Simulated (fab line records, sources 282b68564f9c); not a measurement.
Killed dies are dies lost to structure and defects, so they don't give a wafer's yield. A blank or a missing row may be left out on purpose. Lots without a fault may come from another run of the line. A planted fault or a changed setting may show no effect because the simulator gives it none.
A struck lot beside a sound one | flow rit_cmos | 15 steps out of a route of 202
Sound: wafers L717.1, L717.2, L717.4. Struck: wafers L722.1, L722.4, L722.5. The cause comes at the end.
At each step with rows: each side's tool, then ch and its chambers, then its first start. Under that, the readings that differ: sound wafers | struck wafers | difference of the means | sigmas: that difference in standard deviations of wafers without a fault.
alike: readings whose means differ by less than 2 such deviations, and words and numbers that are the same on both sides. not compared: withheld readings, readings that some wafer has no value for, bounds like >300 that may hide the same value, and numbers for which the record gives no deviation and whose values overlap.
The two part at a step that has a row with sigmas, a row that says differs or no value, or rows on one side only. Numbers that don't overlap but have no deviation are shown without sigmas and don't part them. A reading that every wafer of one side lacks parts them only if that side has two wafers or more.

first, 1 step without rows for these wafers: RIT_CONTACT_CLEAN_14 (cleans in SC2, time 600 s).
RIT_M1_SPUTTER_00: material Al, target thk 400 nm, time 500 s.
  sound on pvd_sputter-03, day 5 22:19; struck on pvd_sputter-03, day 6 22:55
  alike: throttle_valve_pct
RIT_M1_RS_MEAS_01: measures by four-point-probe.
  sound on film_metro-01, day 5 22:37; struck on film_metro-01, day 6 23:14
  alike: M1_AL_RS
RIT_M1_THK_MEAS_02: measures by xrf.
  sound on film_metro-01, day 5 22:44; struck on film_metro-01, day 6 23:21
  alike: M1_AL_THK
then, 6 steps without rows for these wafers: RIT_M1_HMDS_03 (prime time 60 s); RIT_M1_COAT_04 (resist thk 1312 nm); RIT_M1_SOFTBAKE_05 (time 60 s); RIT_M1_EXPOSE_06 (exposes mask M12, target cd 2600 nm); RIT_M1_PEB_07; RIT_M1_DEVELOP_08 (develop time 68 s).
RIT_M1_CD_MEAS_09: target cd 2600 nm.
  sound on cd_sem-02, day 5 23:57; struck on cd_sem-01, day 7 00:31
  alike: cd_nm
RIT_M1_OVL_MEAS_10:
  sound on overlay-02, day 6 00:04; struck on overlay-02, day 7 00:38
  alike: M1_OVL
RIT_M1_HARDBAKE_11: time 120 s.
  sound on litho_track-04 ch 0, day 6 00:07; struck on litho_track-02 ch 0, day 7 00:41
  reading                  | sound                | struck               | difference | sigmas
  heater_power_total_W (W) | 51.99 52.05 52.02    | 51.41 51.41 51.43    | -0.60      | -10
  plate_temp_C (C)         | 139.76 140.00 140.05 | 138.78 138.59 138.86 | -1.19      | -8
RIT_M1_METAL_ETCH_12: etches Al in Cl2/BCl3, stops on SiO2, time 165 s, target depth 600 nm.
  sound on rie_metal-04 ch 0,1, day 6 00:22; struck on rie_metal-02 ch 0,1, day 7 00:56
  alike: drypump_motor_current_A, oes_product_au, throttle_valve_pct
  not compared: rf_hours_counter_h
RIT_M1_PROBE_99:
  sound on prober-02, day 6 02:40; struck on prober-01, day 7 03:11
  reading            | sound | struck | difference | sigmas
  killed_at_M0_to_M3 | 1 0 0 | 0 0 0  | +0         | -2
  alike: defect_limited_yield, killed_at_contacts, killed_at_front_end, killed_dies, killed_open, killed_short, sort_bin_3_pad_short, sort_bin_5_function, sort_bin_6_memory, sort_n_pass, sort_yield_pct

WHERE THEY PART
First at RIT_M1_HARDBAKE_11; last, within this record, at RIT_M1_PROBE_99.

WHY: what the simulator had put in
Process parameter drift: litho_track-02, from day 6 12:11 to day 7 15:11, at RIT_M1_HARDBAKE_11. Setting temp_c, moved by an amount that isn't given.
